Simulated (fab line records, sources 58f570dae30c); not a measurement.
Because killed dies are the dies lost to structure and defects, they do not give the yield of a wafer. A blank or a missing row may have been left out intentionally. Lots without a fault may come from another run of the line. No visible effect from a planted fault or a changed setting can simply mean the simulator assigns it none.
The tool behind it: which one? -- flow berkeley cmos170 -- 14 lots, 40 wafers sampled, at 5 steps of a route of 331

## WHAT THE GAUGES READ, wafer by wafer
UCB170_SDANNEAL_RS_MEAS_05: uses a four-point probe to measure.
lot,measured,on,NLDD_RS (ohm/sq)
L117,day 6 20:37,film metro-02,616.6 615.9 614.7
L116,day 6 21:16,film metro-02,614.2 615.0 614.4
L119,day 7 05:21,film metro-02,616.6 616.0 615.5
L122,day 7 18:44,film metro-01,617.0 616.2 618.1
L121,day 7 19:16,film metro-03,616.9 616.4 617.0
L127,day 8 11:20,film metro-01,615.8 617.4 616.5
L128,day 8 11:34,film metro-02,617.0 616.8 615.3
L123,day 8 11:59,film metro-01,617.5 618.6 617.4
L125,day 8 12:01,film metro-03,614.2 616.2 614.7
L131,day 9 09:40,film metro-03,618.1
L132,day 9 20:49,film metro-01,615.4 616.5 616.3
L133,day 10 15:13,film metro-03,617.1 616.4 616.8
L137,day 11 07:07,film metro-02,614.1 613.5 615.5
L136,day 11 14:50,film metro-01,615.4 615.6 614.6

UCB170_CONTACT_CD_MEAS_90 targets a cd of 700 nm.
lot,measured,on,cd nm (nm)
L117,day 7 02:05,cd sem-02,699.2 700.2 699.1
L116,day 7 02:26,cd sem-02,701.1 698.4 699.9
L119,day 7 12:31,cd sem-02,699.2 700.7 698.2
L122,day 8 00:07,cd sem-01,702.8 703.0 701.4
L121,day 8 05:44,cd sem-01,699.8 700.7 697.8
L127,day 8 18:20,cd sem-02,700.5 700.0 699.2
L128,day 8 18:32,cd sem-01,698.0 699.9 698.9
L123,day 8 18:42,cd sem-02,702.4 702.1 701.0
L125,day 8 18:49,cd sem-01,698.0 697.4 698.0
L131,day 9 14:49,cd sem-02,698.6
L132,day 10 01:53,cd sem-02,699.4 700.6 699.6
L133,day 10 22:22,cd sem-02,700.8 703.2 702.8
L137,day 11 15:29,cd sem-01,701.6 702.1 699.5
L136,day 11 20:55,cd sem-02,697.0 699.0 698.4

UCB170_M1_CD_MEAS_90 targets a cd of 700 nm.
lot,measured,on,cd nm (nm)
L117,day 7 04:29,cd sem-02,702.3 701.9 701.6
L116,day 7 04:51,cd sem-02,704.2 703.9 695.3
L119,day 7 14:35,cd sem-02,703.7 702.2 703.9
L122,day 8 02:36,cd sem-01,702.6 699.6 697.5
L121,day 8 09:03,cd sem-01,698.1 701.7 701.7
L127,day 8 20:52,cd sem-01,700.6 700.2 701.7
L128,day 8 21:35,cd sem-01,700.3 698.8 698.4
L123,day 8 21:48,cd sem-01,698.0 698.5 702.9
L125,day 8 21:55,cd sem-01,695.8 701.8 704.2
L131,day 9 17:06,cd sem-02,709.3
L132,day 10 03:54,cd sem-02,710.1 713.8 693.7
L133,day 11 01:16,cd sem-01,701.2 701.6 699.6
L137,day 11 18:07,cd sem-02,700.3 702.8 700.1
L136,day 12 04:19,cd sem-02,701.0 699.6 699.6

## WHAT TOOL EACH LOT RAN ON (gives the tool, then ch and the chambers of the sampled wafers, and finally the start)
lot,UCB170_CONTACT_ETCH_17,UCB170_M1_METAL_ETCH_12
L117,"rie diel-01 ch 0,1,2, day 7 01:47","rie metal-02 ch 1, day 7 04:11"
L116,"rie diel-03 ch 1,2,3, day 7 02:02","rie metal-01 ch 0,1, day 7 04:33"
L119,"rie diel-03 ch 0,3, day 7 12:08","rie metal-02 ch 0,1, day 7 14:20"
L122,"rie diel-01 ch 0,2, day 7 23:50","rie metal-02 ch 0,1, day 8 02:22"
L121,"rie diel-03 ch 0,1,2, day 8 05:28","rie metal-04 ch 0,1, day 8 08:49"
L127,"rie diel-03 ch 0,1,3, day 8 18:01","rie metal-02 ch 0,1, day 8 20:27"
L128,"rie diel-03 ch 0,3, day 8 18:11","rie metal-04 ch 1, day 8 20:48"
L123,"rie diel-02 ch 1,2,3, day 8 18:26","rie metal-02 ch 0,1, day 8 21:10"
L125,"rie diel-01 ch 0,1, day 8 18:33","rie metal-01 ch 0,1, day 8 21:17"
L131,"rie diel-03 ch 3, day 9 14:31","rie metal-01 ch 0, day 9 16:52"
L132,"rie diel-01 ch 0,1,2, day 10 01:37","rie metal-01 ch 0,1, day 10 03:40"
L133,"rie diel-01 ch 1,2, day 10 22:02","rie metal-02 ch 0,1, day 11 01:01"
L137,"rie diel-02 ch 1,2,3, day 11 15:13","rie metal-02 ch 0,1, day 11 17:52"
L136,"rie diel-02 ch 1,2,3, day 11 20:38","rie metal-04 ch 0,1, day 12 04:04"
- UCB170_CONTACT_ETCH_17: etches BARC in N2/H2.
- UCB170_M1_METAL_ETCH_12: etches Al in Cl2/BCl3, stops on PSG, target depth 780 nm, time 130 s.

## WHAT THE TOOLS THEMSELVES READ (means of the sampled wafers that have a number; where no wafer has one, the mark that the record gives instead)
UCB170_CONTACT_ETCH_17.
lot,tool,drypump motor current A (A),oes product au (a.u.),throttle valve pct (%)
L117,rie diel-01,5.8,0.995,13.44
L116,rie diel-03,5.6,0.995,13.38
L119,rie diel-03,5.2,0.951,13.09
L122,rie diel-01,6.0,0.989,13.48
L121,rie diel-03,5.8,1.005,13.27
L127,rie diel-03,5.4,0.973,13.15
L128,rie diel-03,5.2,0.967,13.09
L123,rie diel-02,5.5,1.013,13.45
L125,rie diel-01,5.4,0.984,13.45
L131,rie diel-03,5.0,0.955,13.20
L132,rie diel-01,5.8,0.993,13.43
L133,rie diel-01,6.1,0.990,13.36
L137,rie diel-02,5.5,1.008,13.44
L136,rie diel-02,5.5,0.999,13.44

UCB170_M1_METAL_ETCH_12.
lot,tool,drypump motor current A (A),oes product au (a.u.),run length s (s),throttle valve pct (%)
L117,rie metal-02,6.1,0.867,157.6,24.05
L116,rie metal-01,5.8,0.845,158.0,24.19
L119,rie metal-02,5.9,0.864,157.7,24.03
L122,rie metal-02,5.9,0.858,157.7,24.04
L121,rie metal-04,5.2,0.855,158.5,24.42
L127,rie metal-02,6.0,0.871,157.5,24.04
L128,rie metal-04,5.3,0.845,158.1,24.07
L123,rie metal-02,5.8,0.864,157.8,24.03
L125,rie metal-01,5.8,0.842,157.6,24.20
L131,rie metal-01,5.9,0.938,123.8,24.08
L132,rie metal-01,5.8,0.912,135.2,24.16
L133,rie metal-02,6.0,0.862,157.7,24.04
L137,rie metal-02,5.9,0.857,157.6,24.04
L136,rie metal-04,5.2,0.856,158.5,24.41

## THE ANSWER, worked out from the rows above alone
Rule: the usual values come from the lots themselves. Put in order of their means at a reading, lots are off if they are a third of the lots or fewer, leave a main group of 4 or more, and stand apart from it by a gap of 3 or more times the standard deviation of the main group's means; of several such gaps the widest counts. The tables above print the reading to a certain number of digits; a main group whose means all agree to those digits is not used. A lot without any number at a reading at which 4 lots or more have one is off too. All remaining lots with rows at the step are treated as sound. The gauges are gone through in route order, then the tools' own readings, and for those a lot's mean is taken as printed above. The first step at which some lot is off is used, and at that step the reading that is off furthest; a lot without a number counts as furthest.
Off: L131, L132 (UCB170_M1_METAL_ETCH_12, run length s). The main group: mean 157.9 s, standard deviation 0.33.
A tool fits if, at that step or a process step before it, it ran every lot that is off, and no sound lot after the first of them. One fits: rie metal-01 at UCB170_M1_METAL_ETCH_12. Its last sound lot is L125 (day 8 21:17), its first lot that is off L131 (day 9 16:52): a fault that began between those two fits.
The tool's own readings at UCB170_M1_METAL_ETCH_12 bear it out: on the lots that are off they differ by more than 5 times the standard deviation of the sound lots' means. oes product au reads 0.925 a.u. there against 0.857 a.u. on the sound lots; run length s reads 129.5 s there against 157.9 s on the sound lots.

## WHAT THE SIMULATOR HAD INSERTED
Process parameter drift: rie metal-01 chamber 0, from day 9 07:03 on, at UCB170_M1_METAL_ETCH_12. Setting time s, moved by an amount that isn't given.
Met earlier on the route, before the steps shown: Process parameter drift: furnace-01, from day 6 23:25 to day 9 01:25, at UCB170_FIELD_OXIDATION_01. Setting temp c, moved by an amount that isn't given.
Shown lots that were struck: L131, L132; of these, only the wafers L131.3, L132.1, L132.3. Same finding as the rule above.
